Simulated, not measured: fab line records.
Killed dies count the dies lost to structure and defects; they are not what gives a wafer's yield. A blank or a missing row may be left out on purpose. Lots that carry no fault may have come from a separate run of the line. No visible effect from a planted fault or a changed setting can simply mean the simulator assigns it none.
fab line records    flow rit_cmos    part 1 of 2: steps 1 to 36 of 42
record lots=6  wafers=18  last_day=7
route steps=202 shown SDANNEAL@156 PSD@157 NSD@158 PLDD@159 NLDD@160 SILICIDE@161 CONTACT@168 M1@184
lots that met no fault: taken from a fault-free run of the same line
start_h: the number of hours between the record's first day and the start of the first shown wafer of the lot    wait_h: time in hours since the lot's previous step    " repeats the value in the row above    L1.1+2: a single row standing in for several wafers    - no value, or no start was given    * or withheld: withheld    < > ~ a bound
route shown NAME@n: NAME is a module with steps in the file, n the number in the route of the first one    usual: mean and standard deviation over wafers with no fault    same: alike in all rows    chamber/n: place in a boat    sites: per-site readings    _std_site: standard deviation across them    _edge_site: outer sites' mean less inner sites'    radius_mm: how far each site lies from the wafer's centre    mask NAME#n: copy n    behind: tool/chamber where the wafer was last shaped    hold: what put the lot on hold/how long, in hours/how the hold closed    device: whichever transistor did not switch (one of n, p or np)    end of line: the tests these same wafers got at the end of their route    where a step has no rows: the recipe by itself    killed: dies that structure and defects cost at the first sort, which is not the same as the wafer's yield    map: the dies of a wafer, with x for killed, . for not killed, _ for no die there
set.NAME: the setting the step ran with; set.NAME@STEP: the setting that earlier step ran with    model.NAME: the simulator's own value behind a step, which no gauge read
lots seen at some steps along the route; tables by step, rows by wafer
services: from which hour (start_h, from the record's first day; less than 0 if before it) a tool's chamber was out of use, for how many hours, and why
## steps
# step RIT_SDANNEAL_RTA_03
# recipe temp_c=1050  time_s=5  idle_temp_c=600  ramp_up_c_per_s=342  ramp_down_c_per_s=171  cool_to_c=600  ambient=N2
# usual wafer_temp_C_max=1053.5/1.1
lot.wafer  tool           chamber  start_h  wait_h  wafer_temp_C_max
L257.1     rtp_anneal-02  0        75.33    0.0     1054.4
L257.5     "              0        "        "       1052.4
L257.6     "              0        "        "       1055.0
L260.3     rtp_anneal-01  0        90.24    0.0     1054.9
L260.4     "              0        "        "       1054.3
L260.5     "              0        "        "       1052.5
L267.2     rtp_anneal-02  0        121.14   0.0     1053.5
L267.3     "              0        "        "       1054.0
L267.5     "              0        "        "       1054.8
L270.2     rtp_anneal-01  0        135.75   0.0     1052.7
L270.3     "              0        "        "       1052.5
L270.4     "              0        "        "       1054.0
L272.2     rtp_anneal-01  0        152.47   0.0     1053.6
L272.3     "              0        "        "       1050.3
L272.4     "              0        "        "       1052.1
L275.2     rtp_anneal-02  0        165.99   0.0     1054.5
L275.4     "              0        "        "       1053.6
L275.6     "              0        "        "       1052.1
# step RIT_SDANNEAL_RS_MEAS_04
# recipe thk_meas_gauge=four-point-probe
# usual PSD_RS=114.9/0.3
lot.wafer  tool           chamber  start_h  wait_h  PSD_RS[ohm/sq]
L257.1     film_metro-04  -        75.38    0.0     115.1
L257.5     "              -        "        "       114.8
L257.6     "              -        "        "       115.3
L260.3     film_metro-04  -        90.31    0.1     114.8
L260.4     "              -        "        "       115.3
L260.5     "              -        "        "       115.1
L267.2     film_metro-04  -        121.21   0.1     115.1
L267.3     "              -        "        "       114.8
L267.5     "              -        "        "       114.8
L270.2     film_metro-04  -        135.81   0.1     114.4
L270.3     "              -        "        "       114.6
L270.4     "              -        "        "       114.8
L272.2     film_metro-02  -        152.54   0.1     114.4
L272.3     "              -        "        "       114.4
L272.4     "              -        "        "       114.4
L275.2     film_metro-02  -        166.06   0.1     115.0
L275.4     "              -        "        "       115.2
L275.6     "              -        "        "       114.7
# step RIT_SDANNEAL_RS_MEAS_05
# recipe thk_meas_gauge=four-point-probe
# usual NSD_RS=84.41/0.28
lot.wafer  tool           chamber  start_h  wait_h  NSD_RS[ohm/sq]
L257.1     film_metro-04  -        75.50    0.1     84.64
L257.5     "              -        "        "       84.29
L257.6     "              -        "        "       84.32
L260.3     film_metro-04  -        90.43    0.1     83.79
L260.4     "              -        "        "       83.94
L260.5     "              -        "        "       84.11
L267.2     film_metro-04  -        121.33   0.1     84.16
L267.3     "              -        "        "       84.04
L267.5     "              -        "        "       84.32
L270.2     film_metro-04  -        135.93   0.1     84.11
L270.3     "              -        "        "       84.78
L270.4     "              -        "        "       84.44
L272.2     film_metro-02  -        152.66   0.1     84.62
L272.3     "              -        "        "       84.40
L272.4     "              -        "        "       84.39
L275.2     film_metro-02  -        166.18   0.1     84.65
L275.4     "              -        "        "       84.83
L275.6     "              -        "        "       84.72
# step RIT_SDANNEAL_RS_MEAS_06
# recipe thk_meas_gauge=four-point-probe
# usual PLDD_RS=178.8/0.48
lot.wafer  tool           chamber  start_h  wait_h  PLDD_RS[ohm/sq]
L257.1     film_metro-04  -        75.62    0.1     179.3
L257.5     "              -        "        "       179.2
L257.6     "              -        "        "       179.8
L260.3     film_metro-04  -        90.55    0.1     177.9
L260.4     "              -        "        "       178.8
L260.5     "              -        "        "       178.8
L267.2     film_metro-04  -        121.45   0.1     179.2
L267.3     "              -        "        "       179.0
L267.5     "              -        "        "       179.2
L270.2     film_metro-04  -        136.05   0.1     179.0
L270.3     "              -        "        "       178.7
L270.4     "              -        "        "       178.9
L272.2     film_metro-02  -        152.78   0.1     178.0
L272.3     "              -        "        "       177.8
L272.4     "              -        "        "       177.9
L275.2     film_metro-02  -        166.30   0.1     179.1
L275.4     "              -        "        "       179.2
L275.6     "              -        "        "       178.7
# step RIT_SDANNEAL_RS_MEAS_07
# recipe thk_meas_gauge=four-point-probe
# usual NLDD_RS=153.8/0.55
lot.wafer  tool           chamber  start_h  wait_h  NLDD_RS[ohm/sq]
L257.1     film_metro-04  -        75.74    0.1     153.7
L257.5     "              -        "        "       153.8
L257.6     "              -        "        "       153.6
L260.3     film_metro-04  -        90.67    0.1     154.3
L260.4     "              -        "        "       153.7
L260.5     "              -        "        "       154.5
L267.2     film_metro-04  -        121.57   0.1     154.0
L267.3     "              -        "        "       153.6
L267.5     "              -        "        "       154.0
L270.2     film_metro-04  -        136.17   0.1     152.5
L270.3     "              -        "        "       153.4
L270.4     "              -        "        "       152.7
L272.2     film_metro-02  -        152.90   0.1     155.0
L272.3     "              -        "        "       154.8
L272.4     "              -        "        "       154.7
L275.2     film_metro-02  -        166.42   0.1     153.6
L275.4     "              -        "        "       153.4
L275.6     "              -        "        "       153.7
# step RIT_SILICIDE_WET_ETCH_00
# recipe chemistry=BOE  target=SiO2  target_depth_nm=14  time_s=15  dry=n2_spin  dilution=10:1  temp_c=21.5
# step RIT_SILICIDE_SPUTTER_01
# recipe material=Ti  target_thk_nm=30  power_w=350  chamber_pressure_pa=0.667  gas=Ar  time_s=246.4  substrate_temp_c=25
# step RIT_SILICIDE_RS_MEAS_02
# recipe thk_meas_gauge=four-point-probe  reads=Ti_of_SILICIDE_SPUTTER_01
# usual SILICIDE_TI_RS=46.1/0.42
lot.wafer  tool           chamber  start_h  wait_h  SILICIDE_TI_RS[ohm/sq]
L257.1     film_metro-01  -        76.03    0.1     45.7
L257.5     "              -        "        "       45.7
L257.6     "              -        "        "       45.9
L260.3     film_metro-01  -        90.96    0.1     45.4
L260.4     "              -        "        "       45.7
L260.5     "              -        "        "       45.7
L267.2     film_metro-02  -        121.85   0.1     46.3
L267.3     "              -        "        "       45.9
L267.5     "              -        "        "       46.5
L270.2     film_metro-01  -        136.46   0.1     46.0
L270.3     "              -        "        "       45.9
L270.4     "              -        "        "       46.2
L272.2     film_metro-03  -        153.18   0.1     46.0
L272.3     "              -        "        "       45.6
L272.4     "              -        "        "       45.8
L275.2     film_metro-01  -        166.70   0.1     47.2
L275.4     "              -        "        "       46.7
L275.6     "              -        "        "       46.4
# step RIT_SILICIDE_THK_MEAS_03
# recipe thk_meas_gauge=xrf  reads=Ti_of_SILICIDE_SPUTTER_01
# usual SILICIDE_TI_THK=31.19/0.26
lot.wafer  tool           chamber  start_h  wait_h  SILICIDE_TI_THK[nm]
L257.1     film_metro-01  -        76.15    0.1     31.09
L257.5     "              -        "        "       31.26
L257.6     "              -        "        "       31.20
L260.3     film_metro-01  -        91.06    0.1     31.37
L260.4     "              -        "        "       31.21
L260.5     "              -        "        "       31.32
L267.2     film_metro-02  -        121.96   0.1     31.17
L267.3     "              -        "        "       31.50
L267.5     "              -        "        "       30.94
L270.2     film_metro-01  -        136.57   0.1     30.99
L270.3     "              -        "        "       31.02
L270.4     "              -        "        "       31.09
L272.2     film_metro-03  -        153.29   0.1     31.12
L272.3     "              -        "        "       31.31
L272.4     "              -        "        "       31.28
L275.2     film_metro-01  -        166.81   0.1     30.58
L275.4     "              -        "        "       30.93
L275.6     "              -        "        "       30.99
# step RIT_SILICIDE_RTA_04
# recipe temp_c=650  time_s=10  idle_temp_c=25  ramp_up_s=5  ramp_down_s=5  cool_to_c=25  ambient=N2
# usual wafer_temp_C_max=654.4/1.3
lot.wafer  tool           chamber  start_h  wait_h  wafer_temp_C_max
L257.1     rtp_anneal-01  0        76.21    0.1     654.3
L257.5     "              0        "        "       656.1
L257.6     "              0        "        "       655.0
L260.3     rtp_anneal-02  0        91.12    0.1     653.4
L260.4     "              0        "        "       652.8
L260.5     "              0        "        "       653.0
L267.2     rtp_anneal-01  0        122.02   0.1     654.8
L267.3     "              0        "        "       655.2
L267.5     "              0        "        "       655.2
L270.2     rtp_anneal-02  0        136.63   0.1     654.0
L270.3     "              0        "        "       652.7
L270.4     "              0        "        "       653.1
L272.2     rtp_anneal-02  0        153.35   0.1     654.4
L272.3     "              0        "        "       653.9
L272.4     "              0        "        "       652.9
L275.2     rtp_anneal-01  0        166.87   0.1     654.5
L275.4     "              0        "        "       656.3
L275.6     "              0        "        "       655.2
# step RIT_SILICIDE_WET_ETCH_05
# recipe chemistry=SPM  target=Ti  temp_c=90  time_s=120  dry=n2_spin
# step RIT_SILICIDE_RTA_06
# recipe temp_c=750  time_s=10  idle_temp_c=25  ramp_up_s=5  ramp_down_s=10  cool_to_c=25  ambient=N2
# usual wafer_temp_C_max=755.1/1.4
lot.wafer  tool           chamber  start_h  wait_h  wafer_temp_C_max
L257.1     rtp_anneal-02  0        76.31    0.0     754.1
L257.5     "              0        "        "       753.5
L257.6     "              0        "        "       753.9
L260.3     rtp_anneal-01  0        91.23    0.0     757.2
L260.4     "              0        "        "       757.1
L260.5     "              0        "        "       754.9
L267.2     rtp_anneal-02  0        122.13   0.0     753.7
L267.3     "              0        "        "       754.7
L267.5     "              0        "        "       754.8
L270.2     rtp_anneal-01  0        136.74   0.0     756.3
L270.3     "              0        "        "       755.7
L270.4     "              0        "        "       754.9
L272.2     rtp_anneal-01  0        153.46   0.0     754.3
L272.3     "              0        "        "       755.6
L272.4     "              0        "        "       757.5
L275.2     rtp_anneal-02  0        166.99   0.0     754.1
L275.4     "              0        "        "       754.7
L275.6     "              0        "        "       753.9
# step RIT_CONTACT_CVD_00
# recipe material=SiO2  target_thk_nm=400  precursor=TEOS  temp_c=390  time_s=61  rf_w=400
# usual heater_power_w=350/45
lot.wafer  tool      chamber  start_h  wait_h  heater_power_w  model.SiO2_of_CONTACT_CVD_00.thk_nm
L257.1     pecvd-04  0        76.38    0.1     395             400.5
L257.5     "         0        "        "       407             409
L257.6     "         1        "        "       348             406.3
L260.3     pecvd-02  0        91.27    0.0     321             400.4
L260.4     "         0        "        "       350             408.1
L260.5     "         1        "        "       342             399.2
L267.2     pecvd-04  2        122.19   0.0     301             397.6
L267.3     "         0        "        "       368             214.5
L267.5     "         0        "        "       373             216.8
L270.2     pecvd-04  1        136.80   0.0     376             397.8
L270.3     "         2        "        "       284             396.3
L270.4     "         0        "        "       355             220.9
L272.2     pecvd-01  2        153.52   0.0     266             400.4
L272.3     "         1        "        "       260             396.2
L272.4     "         1        "        "       283             399.3
L275.2     pecvd-01  1        167.04   0.0     310             388.2
L275.4     "         2        "        "       320             405
L275.6     "         1        "        "       317             400.2
# step RIT_CONTACT_THK_MEAS_01
# recipe reads=SiO2_of_CONTACT_CVD_00
# usual CONTACT_TEOS_THK=401/5
lot.wafer  tool           chamber  start_h  wait_h  hold                      CONTACT_TEOS_THK[nm]
L257.1     film_metro-04  -        76.43    0.0     -                         401
L257.5     "              -        "        "       -                         409
L257.6     "              -        "        "       -                         406
L260.3     film_metro-04  -        91.34    0.0     -                         400
L260.4     "              -        "        "       -                         408
L260.5     "              -        "        "       -                         399
L267.2     film_metro-04  -        122.25   0.0     await_dispo/0.2h/release  398
L267.3     "              -        "        "       await_dispo/0.2h/release  214
L267.5     "              -        "        "       await_dispo/0.2h/release  217
L267.2     film_metro-04  -        122.48   0.2     -                         398
L267.3     "              -        "        "       -                         214
L267.5     "              -        "        "       -                         217
L270.2     film_metro-03  -        136.86   0.0     await_dispo/0.2h/release  398
L270.3     "              -        "        "       await_dispo/0.2h/release  396
L270.4     "              -        "        "       await_dispo/0.2h/release  221
L270.2     film_metro-03  -        137.08   0.2     -                         398
L270.3     "              -        "        "       -                         396
L270.4     "              -        "        "       -                         221
L272.2     film_metro-02  -        153.58   0.0     -                         400
L272.3     "              -        "        "       -                         396
L272.4     "              -        "        "       -                         399
L275.2     film_metro-03  -        167.10   0.0     -                         388
L275.4     "              -        "        "       -                         405
L275.6     "              -        "        "       -                         400
# step RIT_CONTACT_COAT_03
# recipe resist=NOVOLAK  spin_rpm=3250  resist_thk_nm=1000
# step RIT_CONTACT_SOFTBAKE_04
# recipe resist=NOVOLAK  temp_c=90  time_s=60
# step RIT_CONTACT_EXPOSE_05
# recipe mask_id=M11  na=0.6  source_shape=conventional  sigma_outer=0.5  target_cd_nm=1000  dose_mj=250
# step RIT_CONTACT_PEB_06
# recipe resist=NOVOLAK  temp_c=withheld  time_s=withheld
# step RIT_CONTACT_DEVELOP_07
# recipe resist=NOVOLAK  develop_time_s=120  dev_temp_c=23
# step RIT_CONTACT_CD_MEAS_08
# recipe target_cd_nm=1000
# usual cd_nm=999.2/2.2
lot.wafer  tool       chamber  start_h  wait_h  cd_nm
L257.1     cd_sem-02  -        77.62    -       1000.8
L257.5     "          -        "        "       1000.0
L257.6     "          -        "        "       1000.8
L260.3     cd_sem-02  -        92.39    -       1000.3
L260.4     "          -        "        "       997.5
L260.5     "          -        "        "       999.8
L267.2     cd_sem-01  -        126.44   -       997.3
L267.3     "          -        "        "       998.7
L267.5     "          -        "        "       996.3
L270.2     cd_sem-01  -        144.22   -       1002.8
L270.3     "          -        "        "       1002.4
L270.4     "          -        "        "       1001.0
L272.2     cd_sem-02  -        154.74   -       998.6
L272.3     "          -        "        "       1000.2
L272.4     "          -        "        "       1000.0
L275.2     cd_sem-02  -        168.14   -       995.4
L275.4     "          -        "        "       995.2
L275.6     "          -        "        "       997.2
# step RIT_CONTACT_OVL_MEAS_09
# usual CONTACT_OVL=0.3/1.2
lot.wafer  tool        chamber  start_h  wait_h  CONTACT_OVL[nm]
L257.1     overlay-01  -        77.74    0.1     0.5
L257.5     "           -        "        "       0.6
L257.6     "           -        "        "       0.1
L260.3     overlay-01  -        92.48    0.1     -0.1
L260.4     "           -        "        "       -1.0
L260.5     "           -        "        "       0.2
L267.2     overlay-01  -        126.54   0.1     0.2
L267.3     "           -        "        "       1.0
L267.5     "           -        "        "       0.1
L270.2     overlay-02  -        144.32   0.1     2.2
L270.3     "           -        "        "       0.3
L270.4     "           -        "        "       -0.1
L272.2     overlay-01  -        154.85   0.1     1.2
L272.3     "           -        "        "       3.6
L272.4     "           -        "        "       1.8
L275.2     overlay-02  -        168.25   0.1     0.4
L275.4     "           -        "        "       0.8
L275.6     "           -        "        "       0.8
# step RIT_CONTACT_HARDBAKE_10
# recipe resist=NOVOLAK  temp_c=140  time_s=60
# step RIT_CONTACT_ETCH_11
# recipe target_depth_a=4800  over_etch_frac=0.2  stop_on=TiSi2  chemistry=CHF3/CF4/Ar  target=SiO2  CHF3_flow_sccm=50  cf4_flow_sccm=10  Ar_flow_sccm=100  O2_flow_sccm=5  pressure_mtorr=100  rf_w=200  time_s=320
# usual drypump_motor_current_A=5.6/0.52  oes_product_au=0.984/0.015  throttle_valve_pct=8.85/0.11
lot.wafer  tool         chamber  start_h  wait_h  drypump_motor_current_A  oes_product_au  rf_hours_counter_h  throttle_valve_pct  model.CONTACT.feature_depth_nm  model.etch.depth_nm
L257.1     rie_diel-04  3        77.93    0.1     4.8                      0.955           72                  9.01                400.5                           400.5
L257.5     "            1        "        "       5.7                      0.976           -                   8.73                409                             409
L257.6     "            0        "        "       5.9                      0.983           -                   8.82                406.3                           406.3
L260.3     rie_diel-01  2        92.66    0.1     5.2                      0.995           140                 8.90                400.4                           400.4
L260.4     "            0        "        "       4.8                      0.970           31                  8.93                408.1                           408.1
L260.5     "            1        "        "       6.3                      1.022           -                   8.68                399.2                           399.2
L267.2     rie_diel-01  1        126.72   0.1     6.3                      1.021           157                 8.67                397.6                           397.6
L267.3     "            2        "        "       5.2                      0.970           141                 8.89                214.5                           214.5
L267.5     "            3        "        "       6.4                      0.952           -                   8.70                216.8                           216.8
L270.2     rie_diel-04  0        144.50   0.1     5.9                      0.973           60                  8.83                397.8                           397.8
L270.3     "            1        "        "       5.7                      0.971           30                  8.75                396.3                           396.3
L270.4     "            0        "        "       5.9                      0.959           -                   8.82                220.9                           220.9
L272.2     rie_diel-04  3        155.03   0.1     4.8                      0.955           73                  9.00                400.4                           400.4
L272.3     "            1        "        "       5.7                      0.978           30                  8.75                396.2                           396.2
L272.4     "            0        "        "       5.9                      0.983           -                   8.80                399.3                           399.3
L275.2     rie_diel-01  3        168.43   0.1     6.3                      0.973           7                   8.69                388.2                           388.2
L275.4     "            2        "        "       5.2                      0.988           142                 8.88                405                             405
L275.6     "            1        "        "       6.3                      0.975           -                   8.66                400.2                           400.2
# step RIT_CONTACT_STRIP_12
# recipe chemistry=O2  time_s=180  resist=NOVOLAK  platen_temp_c=withheld  power_w=500  pressure_mtorr=4000  o2_flow_sccm=4000
# usual drypump_motor_current_A=5.7/0.62
lot.wafer  tool             chamber  start_h  wait_h  drypump_motor_current_A  rf_hours_counter_h
L257.1     plasma_asher-04  1        78.13    0.1     5.3                      29
L257.5     "                0        "        "       6.3                      -
L257.6     "                1        "        "       5.3                      -
L260.3     plasma_asher-02  0        92.91    0.2     5.9                      -
L260.4     "                1        "        "       4.9                      -
L260.5     "                1        "        "       4.8                      -
L267.2     plasma_asher-02  1        126.92   0.1     4.8                      1
L267.3     "                1        "        "       4.9                      -
L267.5     "                1        "        "       4.8                      -
L270.2     plasma_asher-02  1        144.70   0.1     4.8                      2
L270.3     "                1        "        "       4.8                      -
L270.4     "                0        "        "       5.9                      -
L272.2     plasma_asher-02  0        155.22   0.1     5.9                      4
L272.3     "                0        "        "       5.9                      -
L272.4     "                1        "        "       4.8                      -
L275.2     plasma_asher-02  1        168.62   0.1     4.8                      5
L275.4     "                0        "        "       5.9                      -
L275.6     "                0        "        "       5.9                      -
# step RIT_CONTACT_CD_MEAS_90
# recipe target_cd_nm=1000
# usual cd_nm=999.2/2.2
lot.wafer  tool       chamber  start_h  wait_h  cd_nm
L257.1     cd_sem-01  -        78.30    0.1     1001.0
L257.5     "          -        "        "       999.8
L257.6     "          -        "        "       1000.7
L260.3     cd_sem-01  -        93.06    0.1     1001.1
L260.4     "          -        "        "       997.1
L260.5     "          -        "        "       999.7
L267.2     cd_sem-02  -        127.11   0.1     997.2
L267.3     "          -        "        "       998.1
L267.5     "          -        "        "       996.3
L270.2     cd_sem-01  -        144.89   0.1     1003.5
L270.3     "          -        "        "       1002.3
L270.4     "          -        "        "       1001.1
L272.2     cd_sem-01  -        155.42   0.1     998.5
L272.3     "          -        "        "       1000.4
L272.4     "          -        "        "       999.9
L275.2     cd_sem-01  -        168.81   0.1     995.8
L275.4     "          -        "        "       994.9
L275.6     "          -        "        "       997.1
# step RIT_CONTACT_CLEAN_13
# recipe chemistry=SC1  mix=3:3:50  time_s=600  temp_c=75
# step RIT_CONTACT_CLEAN_14
# recipe chemistry=SC2  mix=3:3:50  time_s=600  temp_c=75  dry=n2_spin
# step RIT_M1_SPUTTER_00
# recipe material=Al  target_thk_nm=400  power_w=2000  chamber_pressure_pa=0.4  gas=Ar  time_s=522.8  substrate_temp_c=25
# usual throttle_valve_pct=29.7/1.1
lot.wafer  tool            chamber  start_h  wait_h  throttle_valve_pct
L257.1     pvd_sputter-03  -        78.96    0.0     28.8
L257.5     "               -        "        "       28.8
L257.6     "               -        "        "       29.9
L260.3     pvd_sputter-03  -        93.70    0.0     29.6
L260.4     "               -        "        "       28.6
L260.5     "               -        "        "       29.9
L267.2     pvd_sputter-01  -        127.58   0.0     29.1
L267.3     "               -        "        "       29.3
L267.5     "               -        "        "       29.5
L270.2     pvd_sputter-01  -        145.36   0.0     29.2
L270.3     "               -        "        "       29.3
L270.4     "               -        "        "       32.1
L272.2     pvd_sputter-01  -        155.87   0.0     29.1
L272.3     "               -        "        "       28.6
L272.4     "               -        "        "       31.7
L275.2     pvd_sputter-02  -        169.26   0.0     29.2
L275.4     "               -        "        "       31.1
L275.6     "               -        "        "       29.3
# step RIT_M1_RS_MEAS_01
# recipe thk_meas_gauge=four-point-probe  reads=Al_of_M1_SPUTTER_00
# usual M1_AL_RS=0.0698/0.00049
lot.wafer  tool           chamber  start_h  wait_h  M1_AL_RS[ohm/sq]
L257.1     film_metro-02  -        79.26    0.1     0.0703
L257.5     "              -        "        "       0.0697
L257.6     "              -        "        "       0.0694
L260.3     film_metro-04  -        94.04    0.2     0.0693
L260.4     "              -        "        "       0.0684
L260.5     "              -        "        "       0.0693
L267.2     film_metro-01  -        127.94   0.2     0.0700
L267.3     "              -        "        "       0.0704
L267.5     "              -        "        "       0.0704
L270.2     film_metro-04  -        145.67   0.2     0.0694
L270.3     "              -        "        "       0.0689
L270.4     "              -        "        "       0.0689
L272.2     film_metro-04  -        156.18   0.2     0.0699
L272.3     "              -        "        "       0.0697
L272.4     "              -        "        "       0.0691
L275.2     film_metro-04  -        169.58   0.2     0.0698
L275.4     "              -        "        "       0.0698
L275.6     "              -        "        "       0.0696
# step RIT_M1_THK_MEAS_02
# recipe thk_meas_gauge=xrf  reads=Al_of_M1_SPUTTER_00
# usual M1_AL_THK=412/3.6
lot.wafer  tool           chamber  start_h  wait_h  M1_AL_THK[nm]
L257.1     film_metro-02  -        79.38    0.1     411
L257.5     "              -        "        "       414
L257.6     "              -        "        "       416
L260.3     film_metro-04  -        94.14    0.1     413
L260.4     "              -        "        "       421
L260.5     "              -        "        "       413
L267.2     film_metro-01  -        128.05   0.1     408
L267.3     "              -        "        "       408
L267.5     "              -        "        "       408
L270.2     film_metro-04  -        145.78   0.1     415
L270.3     "              -        "        "       416
L270.4     "              -        "        "       418
L272.2     film_metro-04  -        156.29   0.1     411
L272.3     "              -        "        "       412
L272.4     "              -        "        "       418
L275.2     film_metro-04  -        169.69   0.1     409
L275.4     "              -        "        "       412
L275.6     "              -        "        "       410
# step RIT_M1_HMDS_03
# recipe prime_time_s=60  prime_temp_c=140
# step RIT_M1_COAT_04
# recipe resist=NOVOLAK  spin_rpm=2000  resist_thk_nm=1300
# step RIT_M1_SOFTBAKE_05
# recipe resist=NOVOLAK  temp_c=90  time_s=60
# step RIT_M1_EXPOSE_06
# recipe mask_id=M12  na=0.6  source_shape=conventional  sigma_outer=0.5  target_cd_nm=2600  dose_mj=250
# step RIT_M1_PEB_07
# recipe resist=NOVOLAK  temp_c=withheld  time_s=withheld
# step RIT_M1_DEVELOP_08
# recipe resist=NOVOLAK  develop_time_s=68  dev_temp_c=23
## key
first_sign step=RIT_CONTACT_THK_MEAS_01  reading=visit  direction=added
effect step=RIT_CONTACT_THK_MEAS_01  reading=CONTACT_TEOS_THK  direction=down  sigmas=37  usual=401  struck=217
model_effect step=RIT_CONTACT_CVD_00  value=SiO2_of_CONTACT_CVD_00.thk_nm  without=401.6  struck=217.4
model_effect step=RIT_CONTACT_ETCH_11  value=CONTACT.feature_depth_nm  without=401.6  struck=217.4
model_effect step=RIT_M1_METAL_ETCH_12  value=SiO2_of_CONTACT_CVD_00.thk_nm  without=364.6  struck=180.3
met_at RIT_CONTACT_CVD_00
struck_wafers L267.3,L267.5,L270.4
tester_left_out L267,L270
onset_between 76.38 122.19
fault kind=process_parameter_drift  tool=pecvd-04  chamber=0  onset_h=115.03  steps=RIT_CONTACT_CVD_00  channel=target_thk_nm  offset=-183.75  shape=step  end_h=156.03  stated=400
# tester_left_out: of these lots the tester's yield and bins aren't shown, on N5 and GAA mostly nor the transistor test; their killed dies are dies lost to structure and defects alone, not to doping, threshold or leakage, so they don't give the yield
